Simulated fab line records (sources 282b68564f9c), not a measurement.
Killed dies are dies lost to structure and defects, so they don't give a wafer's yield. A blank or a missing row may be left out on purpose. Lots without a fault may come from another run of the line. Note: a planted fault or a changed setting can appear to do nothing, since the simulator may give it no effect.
One fault seen from 2 desks    flow rit_cmos    numbers are kept per desk, each desk with only its own; the story behind them comes last

== AT THE TOOL OWNER'S DESK: furnace-03 ==
The tool's own readings at RIT_WELLDRIVE_ANNEAL_00 (time 14700 s): means of the sampled wafers that have a number, for each lot that ran on this tool. Marked OUT: a lot whose mean sits more than 4 standard deviations from the usual mean, which makes it out of limits; the brackets give that distance.
Columns: A = spike_tc_centre_C at RIT_WELLDRIVE_ANNEAL_00, usual 1102.3 C; B = spike_tc_load_C at RIT_WELLDRIVE_ANNEAL_00, usual 1126 C; C = spike_tc_source_C at RIT_WELLDRIVE_ANNEAL_00, usual 1126 C; D = tube_center_temp_C at RIT_WELLDRIVE_ANNEAL_00, usual 1100 C; E = tube_center_temp_C_max at RIT_WELLDRIVE_ANNEAL_00, usual 1102.8
lot   first seen here  A                 B               C               D                       E
L246  day 1 23:44      1102.4            1121            1126            1100                    1102.4
L250  day 2 18:43      1102.3            1122            1127            1100                    1102.6
L251  day 3 00:39      1102.0            1121            1125            1100                    1102.9
L254  day 3 14:46      1040.8 (-56) OUT  1062 (-17) OUT  1066 (-20) OUT  1040 (-99 or more) OUT  1042.7 (-99 or more) OUT
L255  day 3 20:20      1042.9 (-54) OUT  1061 (-18) OUT  1065 (-20) OUT  1040 (-99 or more) OUT  1042.7 (-99 or more) OUT
L269  day 6 19:03      1102.8            1121            1126            1100                    1102.9
This desk's verdict: out of limits on L254, L255, starting with L254 at day 3 14:46 (spike_tc_centre_C at RIT_WELLDRIVE_ANNEAL_00). L246, L250, L251, L269 stayed within limits.

== THE METROLOGY DESK ==
Lot by lot, what the gauges showed, no matter which tool ran the lot: averages of those sampled wafers that carry a number. Marked OUT: a lot whose mean sits more than 4 standard deviations from the usual mean, which makes it out of limits; the brackets give that distance.
Columns: A = NWELL_RS at RIT_WELLDRIVE_RS_MEAS_01, usual 275.5 ohm/sq; B = PWELL_RS at RIT_WELLDRIVE_RS_MEAS_02, usual 429.6 ohm/sq; C = GATE_OVL at RIT_GATE_OVL_MEAS_17, usual -0.9 nm
lot   first seen here  A                B                C
L246  day 2 04:49      275.4            429.9            -0.4
L247  day 2 10:44      275.8            427.9            -0.9
L249  day 2 22:52      275.0            429.9            -1.8
L250  day 2 23:47      276.5            430.9            -1.0
L251  day 3 05:45      275.2            427.9            -0.8
L252  day 3 10:54      275.9            429.1            -2.3
L254  day 3 19:50      345.9 (+83) OUT  494.3 (+50) OUT  -0.1
L255  day 4 01:25      346.5 (+83) OUT  493.9 (+49) OUT  -2.8
L261  day 5 07:03      276.0            428.9            -3.4
L263  day 5 16:29      275.9            430.0            0.1
L264  day 5 21:53      275.2            430.9            -3.2
L267  day 6 13:27      275.2            427.9            -1.9
L268  day 6 17:50      274.4            430.7            -2.3
L269  day 7 00:09      275.3            431.7            -0.4
This desk reports L254, L255 out of limits; the earliest was L254 at day 3 19:50 (NWELL_RS at RIT_WELLDRIVE_RS_MEAS_01). L246, L247, L249, L250, L251, L252, L261, L263, L264, L267, L268, L269 stayed within limits.

== BROUGHT TOGETHER ==
On L254, L255, at day 3 14:46, an alarm was possible from the tool owner's desk.
At day 3 19:50 the metrology desk could have sounded an alarm, on L254, L255.
Every lot named ran RIT_WELLDRIVE_ANNEAL_00 on furnace-03.

== WHAT THE SIMULATOR HAD PUT IN ==
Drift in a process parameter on furnace-03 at RIT_WELLDRIVE_ANNEAL_00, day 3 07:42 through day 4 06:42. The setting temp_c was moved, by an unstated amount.
Shown lots that were struck: L254, L255.
Hours from the fault's start to each desk's first reading out of limits: the tool owner's desk, 7; the metrology desk, 12.
